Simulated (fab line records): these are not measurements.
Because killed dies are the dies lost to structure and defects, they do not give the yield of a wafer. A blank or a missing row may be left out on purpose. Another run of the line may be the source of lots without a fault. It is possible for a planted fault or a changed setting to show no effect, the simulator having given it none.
Matching of chambers :: flow ritCmos :: 4 sister chambers for RIT_GATE_ETCH_19 on rieSi-02
The step etches poly-Si in SF6/CHF3/O2, stops on SiO2, time 165 s, target depth 312.5 nm. 14 wafers are shown with their chamber, then 7 later ones without.

## WAFERS PAIRED WITH THEIR CHAMBERS
wafer: L139.1
chamber: 2
drypumpMotorCurrentA (A): 5.55
throttleValvePct (%): 10.10
oesProductAu (a.u.): 0.852

wafer: L139.2
chamber: 0
drypumpMotorCurrentA (A): 5.66
throttleValvePct (%): 10.38
oesProductAu (a.u.): 0.843

wafer: L139.4
chamber: 3
drypumpMotorCurrentA (A): 5.15
throttleValvePct (%): 10.50
oesProductAu (a.u.): 0.864

wafer: L141.4
chamber: 0
drypumpMotorCurrentA (A): 5.66
throttleValvePct (%): 10.37
oesProductAu (a.u.): 0.852

wafer: L141.5
chamber: 0
drypumpMotorCurrentA (A): 5.66
throttleValvePct (%): 10.36
oesProductAu (a.u.): 0.857

wafer: L141.6
chamber: 1
drypumpMotorCurrentA (A): 5.71
throttleValvePct (%): 10.33
oesProductAu (a.u.): 0.829

wafer: L143.1
chamber: 0
drypumpMotorCurrentA (A): 5.66
throttleValvePct (%): 10.35
oesProductAu (a.u.): 0.845

wafer: L143.3
chamber: 1
drypumpMotorCurrentA (A): 5.67
throttleValvePct (%): 10.34
oesProductAu (a.u.): 0.815

wafer: L143.6
chamber: 1
drypumpMotorCurrentA (A): 5.67
throttleValvePct (%): 10.33
oesProductAu (a.u.): 0.823

wafer: L145.1
chamber: 1
drypumpMotorCurrentA (A): 5.68
throttleValvePct (%): 10.32
oesProductAu (a.u.): 0.815

wafer: L145.3
chamber: 2
drypumpMotorCurrentA (A): 5.53
throttleValvePct (%): 10.12
oesProductAu (a.u.): 0.858

wafer: L145.5
chamber: 3
drypumpMotorCurrentA (A): 5.17
throttleValvePct (%): 10.49
oesProductAu (a.u.): 0.868

wafer: L147.4
chamber: 3
drypumpMotorCurrentA (A): 5.18
throttleValvePct (%): 10.50
oesProductAu (a.u.): 0.875

wafer: L147.5
chamber: 0
drypumpMotorCurrentA (A): 5.66
throttleValvePct (%): 10.37
oesProductAu (a.u.): 0.858

SIGNATURES (means of the wafers above)
reading: drypumpMotorCurrentA
chamber 0: 5.6600
chamber 1: 5.6825
chamber 2: 5.5400
chamber 3: 5.1667
scatter within a chamber: 0.0132

reading: throttleValvePct
chamber 0: 10.3660
chamber 1: 10.3300
chamber 2: 10.1100
chamber 3: 10.4967
scatter within a chamber: 0.00993

reading: oesProductAu
chamber 0: 0.85100
chamber 1: 0.82050
chamber 2: 0.85500
chamber 3: 0.86900
scatter within a chamber: 0.00636
Rule: distance of a wafer from a chamber = root of the sum over the readings of ((wafer's reading minus chamber's mean) / reading's scatter) squared. If the next closest chamber is less than 2 further off than the closest, the wafer can't be placed; otherwise it belongs to the closest. How the scatter is found: for the shown wafers, subtract from each reading the mean of its chamber, square and add these, divide the total by (wafers less chambers), then take the root.

## WAFERS WHOSE CHAMBER IS MISSING
wafer: L147.6
drypumpMotorCurrentA (A): 5.58
throttleValvePct (%): 10.11
oesProductAu (a.u.): 0.875

wafer: L149.2
drypumpMotorCurrentA (A): 5.19
throttleValvePct (%): 10.52
oesProductAu (a.u.): 0.856

wafer: L149.4
drypumpMotorCurrentA (A): 5.56
throttleValvePct (%): 10.12
oesProductAu (a.u.): 0.856

wafer: L149.5
drypumpMotorCurrentA (A): 5.18
throttleValvePct (%): 10.50
oesProductAu (a.u.): 0.858

wafer: L159.3
drypumpMotorCurrentA (A): 5.67
throttleValvePct (%): 10.38
oesProductAu (a.u.): 0.837

wafer: L159.5
drypumpMotorCurrentA (A): 5.15
throttleValvePct (%): 10.51
oesProductAu (a.u.): 0.861

wafer: L159.6
drypumpMotorCurrentA (A): 5.58
throttleValvePct (%): 10.11
oesProductAu (a.u.): 0.862

## WHICH CHAMBER EACH WENT THROUGH
wafer: L147.6
from the rows above: 2
in truth: 2

wafer: L149.2
from the rows above: 3
in truth: 3

wafer: L149.4
from the rows above: 2
in truth: 2

wafer: L149.5
from the rows above: 3
in truth: 3

wafer: L159.3
from the rows above: 0
in truth: 0

wafer: L159.5
from the rows above: 3
in truth: 3

wafer: L159.6
from the rows above: 2
in truth: 2
7 of 7 placed correctly. Not placeable from these rows: 0. Wrongly placed: 0.
